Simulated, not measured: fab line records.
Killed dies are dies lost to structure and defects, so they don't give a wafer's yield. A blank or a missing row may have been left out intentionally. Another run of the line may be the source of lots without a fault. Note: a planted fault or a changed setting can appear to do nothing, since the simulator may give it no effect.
Which tool was responsible? ; flow rit cmos ; 13 lots with 39 wafers sampled at 2 steps, on a route of 202 steps

WHAT THE GAUGES READ, wafer by wafer
The record holds no reading of a measuring or inspecting step that can be judged against a usual standard deviation.

WHAT TOOL EACH LOT RAN ON (gives the tool, then ch and the chambers of the sampled wafers, and finally the start)
lot;RIT_NSD_EXPOSE_03;RIT_M1_PROBE_99
L154;iline stepper-01 ch 0, day 3 17:47;-
L155;iline stepper-02 ch 0, day 3 18:01;-
L157;iline stepper-01 ch 0, day 4 08:11;-
L158;iline stepper-01 ch 0, day 4 12:56;-
L159;iline stepper-01 ch 0, day 4 18:34;-
L166;iline stepper-01 ch 0, day 6 02:36;prober-02, day 6 14:08
L168;iline stepper-01 ch 0, day 6 10:32;-
L170;iline stepper-01 ch 0, day 6 19:34;-
L171;iline stepper-01 ch 0, day 6 21:14;-
L172;iline stepper-02 ch 0, day 7 01:31;-
L173;iline stepper-01 ch 0, day 7 09:11;prober-02, day 7 19:14
L175;iline stepper-02 ch 0, day 8 02:26;-
L176;iline stepper-01 ch 0, day 8 03:30;-
- RIT_NSD_EXPOSE_03: exposes mask M9, target cd 40700 nm.
- RIT_M1_PROBE_99

AS READ BY THE TOOLS THEMSELVES (means over the sampled wafers that have a number; for cases with no such wafer, the mark the record gives instead)
RIT_NSD_EXPOSE_03. Usual: reticle temp C at 22.98 C, with a standard deviation of 0.1.
lot;tool;reticle temp C (C);flag
L154;iline stepper-01;22.98;
L155;iline stepper-02;22.94;
L157;iline stepper-01;22.93;
L158;iline stepper-01;22.92;
L159;iline stepper-01;23.07;
L166;iline stepper-01;23.02;
L168;iline stepper-01;23.01;
L170;iline stepper-01;23.17;
L171;iline stepper-01;22.98;
L172;iline stepper-02;23.02;
L173;iline stepper-01;22.90;
L175;iline stepper-02;22.99;
L176;iline stepper-01;22.92;

RIT_M1_PROBE_99. Usual: killed at contacts 0.0, standard deviation 0.16; killed at front end 7.5, standard deviation 2.8; killed dies 7.6, standard deviation 2.9; killed open 3.7, standard deviation 2; killed short 3.8, standard deviation 2.
lot;tool;killed at contacts;killed at front end;killed dies;killed open;killed short;flag
L166;prober-02;0.0;9.7;9.7;4.3;5.3;
L173;prober-02;0.0;8.0;8.0;3.0;5.0;

THE ANSWER, worked out from the rows above alone
Rule: a lot is off if the mean of its wafers that have a number lies more than 3 standard deviations from the usual mean. Also off: a lot with no number at a reading for which 4 or more lots have one. Any other lot the step has rows for is counted as sound. After the gauges, taken in route order, come the tools' own readings; for these a lot's mean is taken, as printed above. At the first step where some lot is off, the reading lying furthest off is the one used; lots without a number count as furthest.
Across all readings shown, no lot is off: no conclusion can be drawn from this.

WHAT HAD BEEN PUT IN BY THE SIMULATOR
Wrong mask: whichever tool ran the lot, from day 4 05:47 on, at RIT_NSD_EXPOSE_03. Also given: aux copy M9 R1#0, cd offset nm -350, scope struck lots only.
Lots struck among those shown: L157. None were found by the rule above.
